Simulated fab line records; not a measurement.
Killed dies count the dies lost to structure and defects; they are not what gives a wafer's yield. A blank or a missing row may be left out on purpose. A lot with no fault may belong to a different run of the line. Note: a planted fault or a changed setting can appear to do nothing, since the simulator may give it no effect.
A struck lot beside a sound one	flow rit-cmos	19 steps out of a route of 202
Sound: these wafers, L187.2, L187.5, L187.6. Struck: wafers L195.1, L195.5, L195.6. The cause is given at the end.
At each step with rows: each side's tool, then ch and its chambers, then its first start. Under that, the readings that differ: sound wafers	struck wafers	difference of the means	sigmas: that difference in standard deviations of wafers without a fault.
alike: readings whose means differ by less than 2 such deviations, and words and numbers that are the same on both sides. not compared: withheld readings, readings that some wafer has no value for, bounds like >300 that may hide the same value, and numbers for which the record gives no deviation and whose values overlap.
A row with sigmas, a row that says differs or no value, or rows on one side alone: a step with any of these is where the two part. Numbers that don't overlap but have no deviation are shown without sigmas and don't part them. A reading missing from all wafers of one side parts the sides only when that side holds two or more wafers.

first, 6 steps without rows for these wafers: RIT_NRETRO_HMDS_00 (prime time 60 s); RIT_NRETRO_COAT_01 (resist thk 1300 nm); RIT_NRETRO_SOFTBAKE_02 (time 60 s); RIT_NRETRO_EXPOSE_03 (exposes mask M4, target cd 43900 nm); RIT_NRETRO_PEB_04; RIT_NRETRO_DEVELOP_05 (develop time 68 s).
RIT_NRETRO_OVL_MEAS_06:
  sound on overlay-01, day 2 20:22; struck on overlay-01, day 4 15:05
  alike: NRETRO_OVL
then, 2 steps without rows for these wafers: RIT_NRETRO_HARDBAKE_07 (time 120 s); RIT_NRETRO_IMPLANT_08.
RIT_NRETRO_STRIP_09: strips in O2, time 180 s.
  sound on plasma-asher-01 ch 0,1, day 2 20:48; struck on plasma-asher-03 ch 0,1, day 4 15:31
  alike: drypump-motor-current-A
  not compared: rf-hours-counter-h
RIT_NRETRO_TW_MEAS_10:
  sound on film-metro-03, day 2 20:59; struck on film-metro-02, day 4 15:41
  alike: NRETRO_TW
then, 1 step without rows for these wafers: RIT_PRETRO_HMDS_00 (prime time 60 s).
RIT_PRETRO_COAT_01: resist thk 1300 nm.
  sound on litho-track-02 ch 0, day 2 21:13; struck on litho-track-02, day 4 15:54
  no value came back on the struck wafers for chill-plate-temp-C (C), dispense-pressure-kPa (kPa); on the sound wafers chill-plate-temp-C (C) reads 23.09 22.92 23.01
then, 4 steps without rows for these wafers: RIT_PRETRO_SOFTBAKE_02 (time 60 s); RIT_PRETRO_EXPOSE_03 (exposes mask M5, target cd 43700 nm); RIT_PRETRO_PEB_04; RIT_PRETRO_DEVELOP_05 (develop time 68 s).
RIT_PRETRO_OVL_MEAS_06:
  sound on overlay-01, day 2 21:55; struck on overlay-01, day 4 16:46
reading	sound	struck	difference	sigmas
PRETRO_OVL (nm)	-0.3 -1.1 -0.8	- - -	no value on the struck wafers	
then, 1 step without rows for these wafers: RIT_PRETRO_HARDBAKE_07 (time 120 s).

WHERE THEY PART
First at RIT_PRETRO_COAT_01; last, within this record, at RIT_PRETRO_OVL_MEAS_06.

WHY: whatever the simulator had introduced
Beginning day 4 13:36, the whole step at RIT_PRETRO_COAT_01 was skipped on litho-track-02. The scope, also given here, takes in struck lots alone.
